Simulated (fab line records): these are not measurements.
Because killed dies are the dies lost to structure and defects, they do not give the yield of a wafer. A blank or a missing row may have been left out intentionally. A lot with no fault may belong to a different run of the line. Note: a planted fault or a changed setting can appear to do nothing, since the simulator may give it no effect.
Which tool was responsible? | flow berkeley_cmos170 | 12 lots, 36 wafers sampled, at 3 steps of a route of 331

== WHAT THE GAUGES READ, wafer by wafer ==
UCB170_CONTACT_OVL_MEAS_16.
lot  | measured     | on         | CONTACT_OVL (nm)
L076 | day 7 13:30  | overlay-01 | 9 15 13
L079 | day 8 07:39  | overlay-01 | -1 3 -4
L077 | day 8 07:52  | overlay-02 | 2 -2 -4
L081 | day 8 08:14  | overlay-02 | 8 7 2
L086 | day 9 08:39  | overlay-01 | 1 2 -1
L084 | day 9 11:11  | overlay-01 | 5 4 6
L087 | day 9 17:24  | overlay-02 | 10 5 5
L089 | day 10 01:56 | overlay-01 | 0 -2 5
L094 | day 10 16:30 | overlay-01 | -3 6 1
L090 | day 10 19:14 | overlay-02 | 9 12 15
L095 | day 11 04:18 | overlay-01 | 3 2 2
L097 | day 11 19:06 | overlay-01 | -4 -6 -4

== WHAT TOOL EACH LOT RAN ON (gives the tool, then ch and the chambers of the sampled wafers, and finally the start) ==
lot  | UCB170_SDANNEAL_RTA_00           | UCB170_SILICIDE_SPUTTER_01
L076 | rtp_anneal-02 ch 0, day 7 08:33  | pvd_sputter-02, day 7 09:13
L079 | rtp_anneal-02 ch 0, day 8 00:52  | pvd_sputter-02, day 8 01:32
L077 | rtp_anneal-02 ch 0, day 8 01:20  | pvd_sputter-04, day 8 02:01
L081 | rtp_anneal-01 ch 0, day 8 02:08  | pvd_sputter-01, day 8 02:49
L086 | rtp_anneal-01 ch 0, day 9 03:44  | pvd_sputter-02, day 9 04:25
L084 | rtp_anneal-01 ch 0, day 9 03:58  | pvd_sputter-04, day 9 04:37
L087 | rtp_anneal-01 ch 0, day 9 11:13  | pvd_sputter-04, day 9 11:53
L089 | rtp_anneal-01 ch 0, day 9 18:47  | pvd_sputter-01, day 9 19:27
L094 | rtp_anneal-02 ch 0, day 10 11:43 | pvd_sputter-01, day 10 12:23
L090 | rtp_anneal-02 ch 0, day 10 12:14 | pvd_sputter-04, day 10 12:53
L095 | rtp_anneal-02 ch 0, day 10 19:44 | pvd_sputter-04, day 10 20:24
L097 | rtp_anneal-01 ch 0, day 11 14:14 | pvd_sputter-04, day 11 14:54
- UCB170_SDANNEAL_RTA_00: time 10 s.
- UCB170_SILICIDE_SPUTTER_01: material Ti, target thk 30 nm, time 25 s.

== THE ANSWER, worked out from the rows above alone ==
Rule: the usual values come from the lots themselves. The widest of any qualifying gaps counts: lots, ordered by their means at a reading, are off when they make up no more than a third of the lots, leave a main group of 4 or more, and stand apart from it by 3 or more times the standard deviation of that group's means. If all means in a main group match to the digits the tables above print for the reading, that group is not used. A lot without any number at a reading at which 4 lots or more have one is off too. The other lots that the step has rows for count as sound.
No lot is off on any of the readings shown, so nothing can be concluded from this.

== WHAT HAD BEEN PUT IN BY THE SIMULATOR ==
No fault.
